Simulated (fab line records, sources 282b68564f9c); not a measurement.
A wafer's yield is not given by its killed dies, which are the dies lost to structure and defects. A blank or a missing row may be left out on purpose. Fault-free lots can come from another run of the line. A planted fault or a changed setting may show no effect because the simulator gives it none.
Which tool did it? + flow rit-cmos + 42 wafers from 14 lots sampled at 3 of the route's 202 steps

WHAT THE GAUGES READ, wafer by wafer
RIT_NSD_TW_MEAS_10. Usual: NSD_TW 3134, standard deviation 39.
| lot  | measured    | on            | NSD_TW         | flag |
|------|-------------|---------------|----------------|------|
| L533 | day 3 09:59 | film-metro-02 | 3074 3084 3074 |      |
| L534 | day 3 16:04 | film-metro-02 | 3091 3080 3078 |      |
| L535 | day 3 17:35 | film-metro-03 | 3178 3170 3187 |      |
| L536 | day 3 22:07 | film-metro-02 | 3103 3089 3076 |      |
| L539 | day 4 10:20 | film-metro-02 | 3094 3080 3072 |      |
| L540 | day 4 16:03 | film-metro-03 | 3170 3160 3146 |      |
| L541 | day 4 18:14 | film-metro-03 | 3159 3166 3180 |      |
| L545 | day 5 20:01 | film-metro-03 | 3413 3428 3417 | OFF  |
| L546 | day 5 21:10 | film-metro-04 | 3374 3365 3356 | OFF  |
| L548 | day 6 08:34 | film-metro-02 | 3085 3095 3082 |      |
| L549 | day 6 13:50 | film-metro-04 | 3146 3160 3170 |      |
| L552 | day 7 01:19 | film-metro-02 | 3066 3073 3072 |      |
| L553 | day 7 05:08 | film-metro-02 | 3074 3073 3072 |      |
| L554 | day 7 10:41 | film-metro-03 | 3189 3168 3187 |      |

RIT_SDANNEAL_RS_MEAS_05: measures by four-point-probe. Usual: NSD_RS 84.35 ohm/sq, standard deviation 0.28.
| lot  | measured    | on            | NSD_RS (ohm/sq)   | flag |
|------|-------------|---------------|-------------------|------|
| L533 | day 3 12:25 | film-metro-03 | 84.30 84.53 84.57 |      |
| L534 | day 3 18:28 | film-metro-03 | 84.48 84.40 84.44 |      |
| L535 | day 3 19:55 | film-metro-02 | 84.10 84.15 83.72 |      |
| L536 | day 4 00:23 | film-metro-02 | 84.46 84.30 84.24 |      |
| L539 | day 4 12:22 | film-metro-03 | 83.93 84.11 84.02 |      |
| L540 | day 4 18:46 | film-metro-02 | 84.50 84.46 84.42 |      |
| L541 | day 4 20:26 | film-metro-04 | 84.58 84.45 84.18 |      |
| L545 | day 5 22:12 | film-metro-04 | 64.17 64.01 64.06 | OFF  |
| L546 | day 5 23:37 | film-metro-03 | 64.30 64.22 64.40 | OFF  |
| L548 | day 6 10:37 | film-metro-03 | 84.85 84.85 84.81 |      |
| L549 | day 6 16:08 | film-metro-04 | 84.89 84.81 84.83 |      |
| L552 | day 7 03:28 | film-metro-02 | 84.21 84.14 84.49 |      |
| L553 | day 7 07:22 | film-metro-04 | 84.40 84.08 84.12 |      |
| L554 | day 7 12:56 | film-metro-03 | 84.09 84.27 84.53 |      |

EACH LOT AND THE TOOL THAT RAN IT (in order: tool; ch and the chambers of the sampled wafers; start)
| lot  | RIT_NSD_IMPLANT_08             |
|------|--------------------------------|
| L533 | implanter-04 ch 0, day 3 09:40 |
| L534 | implanter-04 ch 0, day 3 15:45 |
| L535 | implanter-04 ch 0, day 3 17:16 |
| L536 | implanter-01 ch 0, day 3 21:50 |
| L539 | implanter-01 ch 0, day 4 10:01 |
| L540 | implanter-04 ch 0, day 4 15:46 |
| L541 | implanter-02 ch 0, day 4 17:55 |
| L545 | implanter-02 ch 0, day 5 19:41 |
| L546 | implanter-02 ch 0, day 5 20:50 |
| L548 | implanter-01 ch 0, day 6 08:16 |
| L549 | implanter-04 ch 0, day 6 13:32 |
| L552 | implanter-01 ch 0, day 7 00:59 |
| L553 | implanter-01 ch 0, day 7 04:50 |
| L554 | implanter-04 ch 0, day 7 10:23 |
- RIT_NSD_IMPLANT_08

AS READ BY THE TOOLS THEMSELVES (means over the sampled wafers that have a number; for cases with no such wafer, the mark the record gives instead)
RIT_NSD_IMPLANT_08. Usual: beam-on-s 9.99 s, standard deviation 0.19; faraday-current-uA 3134, standard deviation 58.
| lot  | tool         | beam-on-s (s) | faraday-current-uA | flag |
|------|--------------|---------------|--------------------|------|
| L533 | implanter-04 | 9.89          | 3167               |      |
| L534 | implanter-04 | 10.02         | 3111               |      |
| L535 | implanter-04 | 9.99          | 3140               |      |
| L536 | implanter-01 | 9.87          | 3164               |      |
| L539 | implanter-01 | 10.13         | 3084               |      |
| L540 | implanter-04 | 9.93          | 3153               |      |
| L541 | implanter-02 | 9.92          | 3150               |      |
| L545 | implanter-02 | 14.38         | 2177               | OFF  |
| L546 | implanter-02 | 14.31         | 2188               | OFF  |
| L548 | implanter-01 | 10.07         | 3107               |      |
| L549 | implanter-04 | 9.96          | 3147               |      |
| L552 | implanter-01 | 10.11         | 3099               |      |
| L553 | implanter-01 | 9.86          | 3165               |      |
| L554 | implanter-04 | 9.99          | 3132               |      |

THE ANSWER, worked out from the rows above alone
Rule: take the mean of a lot's wafers that have a number; if it is more than 3 standard deviations from the usual mean, the lot is off. A lot without any number at a reading at which 4 lots or more have one is off too. Where the step has rows for the other lots, those lots are counted as sound. After the gauges, taken in route order, come the tools' own readings; for these a lot's mean is taken, as printed above. At the first step where some lot is off, the reading lying furthest off is the one used; lots without a number count as furthest.
Off: at RIT_NSD_TW_MEAS_10 (NSD_TW), L545, L546.
A tool fits if, at a process step before that reading, it ran every lot that is off, and no sound lot after the first of them. Not tried: the gauges at RIT_NSD_TW_MEAS_10; whatever is off there is also off at RIT_NSD_IMPLANT_08, on other tools, and gauge error can't account for it. One fits: RIT_NSD_IMPLANT_08 on implanter-02. Its last sound lot is L541 (day 4 17:55), its first lot that is off L545 (day 5 19:41): a fault that began between those two fits.
The tool's own readings at RIT_NSD_IMPLANT_08 bear it out: on the lots that are off they differ by more than 5 times the standard deviation of the sound lots' means. beam-on-s reads 14.35 s there against 9.98 s on the sound lots; faraday-current-uA reads 2182 there against 3135 on the sound lots.

WHAT THE SIMULATOR HAD PUT IN
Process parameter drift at RIT_NSD_IMPLANT_08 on implanter-02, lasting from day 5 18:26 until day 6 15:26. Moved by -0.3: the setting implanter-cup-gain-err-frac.
Struck lots among those shown: L545, L546. Same finding as the rule above.
